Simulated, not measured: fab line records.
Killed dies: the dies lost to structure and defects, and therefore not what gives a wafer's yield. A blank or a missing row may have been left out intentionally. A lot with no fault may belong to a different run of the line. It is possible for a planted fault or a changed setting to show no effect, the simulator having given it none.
Which tool is to blame? -- flow berkeley_cmos170 -- route of 331 steps, sampled at 1 step: 7 lots, 21 wafers

## WHAT THE GAUGES SHOWED, per wafer
UCB170_PWELL_THK_MEAS_06.
lot,measured,on,PWELL_NITRIDE_THK (nm)
L994,day 2 23:08,film_metro-04,223.1 224.3 222.4
L997,day 3 17:08,film_metro-03,223.1 222.7 227.2
L999,day 4 02:01,film_metro-02,225.1 223.2 222.0
L102,day 5 01:01,film_metro-03,221.7 221.5 222.6
L105,day 5 05:21,film_metro-03,223.2 222.0 222.2
L108,day 5 20:59,film_metro-04,219.7 222.0 222.2
L117,day 7 20:20,film_metro-04,221.3 220.3 222.6

## TOOL THAT RAN EACH LOT (tool first, then ch and the chambers of the sampled wafers, then the start)
The record shows no process step preceding these readings.

## THE ANSWER, worked out from the rows above alone
Rule: the usual values come from the lots themselves. The widest of any qualifying gaps counts: lots, ordered by their means at a reading, are off when they make up no more than a third of the lots, leave a main group of 4 or more, and stand apart from it by 3 or more times the standard deviation of that group's means. If all means in a main group match to the digits the tables above print for the reading, that group is not used. A lot without any number at a reading at which 4 lots or more have one is off too. All remaining lots with rows at the step are treated as sound.
Across all readings shown, no lot is off: no conclusion can be drawn from this.

## WHAT WAS PUT IN BY THE SIMULATOR
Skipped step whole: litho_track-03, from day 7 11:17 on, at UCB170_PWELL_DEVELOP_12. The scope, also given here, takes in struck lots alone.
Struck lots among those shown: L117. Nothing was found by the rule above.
